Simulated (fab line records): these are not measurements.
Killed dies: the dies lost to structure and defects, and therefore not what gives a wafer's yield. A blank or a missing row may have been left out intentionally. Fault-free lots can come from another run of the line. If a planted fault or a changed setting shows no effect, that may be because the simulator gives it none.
Which of the tools did it? -- flow rit-cmos -- 15 lots, 45 wafers sampled, at 2 steps of a route of 202

WHAT THE GAUGES SHOWED, per wafer
RIT_ACTIVE_THK_MEAS_02.
lot,measured,on,ACTIVE_OXIDE_THK (nm)
L785,day 1 14:06,film-metro-01,47.5 47.5 48.0
L788,day 2 03:04,film-metro-01,49.0 48.4 48.5
L789,day 2 09:38,film-metro-02,48.5 48.2 48.4
L790,day 2 13:04,film-metro-01,48.1 47.9 47.6
L791,day 2 18:11,film-metro-04,49.5 48.9 49.1
L792,day 2 23:04,film-metro-02,47.9 48.6 48.6
L793,day 3 04:46,film-metro-01,47.8 47.9 48.1
L794,day 3 09:04,film-metro-01,48.1 48.8 48.3
L795,day 3 14:04,film-metro-04,49.0 49.2 48.2
L796,day 3 22:16,film-metro-01,76.5 75.4 76.8 76.4 75.5 76.8
L797,day 4 03:22,film-metro-04,77.8 77.2 78.4 77.8 77.2 78.4
L800,day 4 15:05,film-metro-04,47.5 48.4 47.6
L801,day 4 21:10,film-metro-01,47.9 48.0 48.1
L802,day 5 02:26,film-metro-02,47.7 49.2 48.1
L805,day 5 18:14,film-metro-02,77.1 76.3 78.0 77.2 76.3 78.0

TOOL THAT RAN EACH LOT (tool first, then ch and the chambers of the sampled wafers, then the start)
lot,RIT_ACTIVE_OXIDATION_01
L785,"furnace-01 ch 0, day 1 12:08"
L788,"furnace-03 ch 0, day 2 01:07"
L789,"furnace-04 ch 0, day 2 07:41"
L790,"furnace-01 ch 0, day 2 11:07"
L791,"furnace-04 ch 0, day 2 16:13"
L792,"furnace-04 ch 0, day 2 21:07"
L793,"furnace-03 ch 0, day 3 02:50"
L794,"furnace-04 ch 0, day 3 07:07"
L795,"furnace-04 ch 0, day 3 12:07"
L796,"furnace-03 ch 0, day 3 17:07 and furnace-04 ch 0, day 3 20:20"
L797,"furnace-01 ch 0, day 3 23:11"
L800,"furnace-03 ch 0, day 4 13:10"
L801,"furnace-01 ch 0, day 4 19:13"
L802,"furnace-04 ch 0, day 5 00:29"
L805,"furnace-03 ch 0, day 5 14:07"
- RIT_ACTIVE_OXIDATION_01: target thk 46.8 nm, ox time 3480 s.

WHAT THE TOOLS THEMSELVES READ (means of the sampled wafers that have a number; where no wafer has one, the mark that the record gives instead)
The record holds no such reading with a usual standard deviation.

THE ANSWER, worked out from the rows above alone
Rule: the lots themselves supply what counts as usual. Put in order of their means at a reading, lots are off if they are a third of the lots or fewer, leave a main group of 4 or more, and stand apart from it by a gap of 3 or more times the standard deviation of the main group's means; of several such gaps the widest counts. The tables above print the reading to a certain number of digits; a main group whose means all agree to those digits is not used. Also off: a lot with no number at a reading for which 4 or more lots have one. Any other lot the step has rows for is counted as sound. Order of review: gauges by route order, followed by the tools' own readings, for which a lot's mean as printed above is used. At the first step where some lot is off, the reading lying furthest off is the one used; lots without a number count as furthest.
Off: L796, L797, L805, seen at RIT_ACTIVE_THK_MEAS_02 (ACTIVE_OXIDE_THK). Mean 48.3 nm and standard deviation 0.42 in the main group.
If a tool, at a process step before that reading, ran all the lots that are off and no sound lot after the first of them, it fits. Gauges at RIT_ACTIVE_THK_MEAS_02: tried the same way as those tools. Not one of the candidates tried fits.

WHAT WAS PUT IN BY THE SIMULATOR
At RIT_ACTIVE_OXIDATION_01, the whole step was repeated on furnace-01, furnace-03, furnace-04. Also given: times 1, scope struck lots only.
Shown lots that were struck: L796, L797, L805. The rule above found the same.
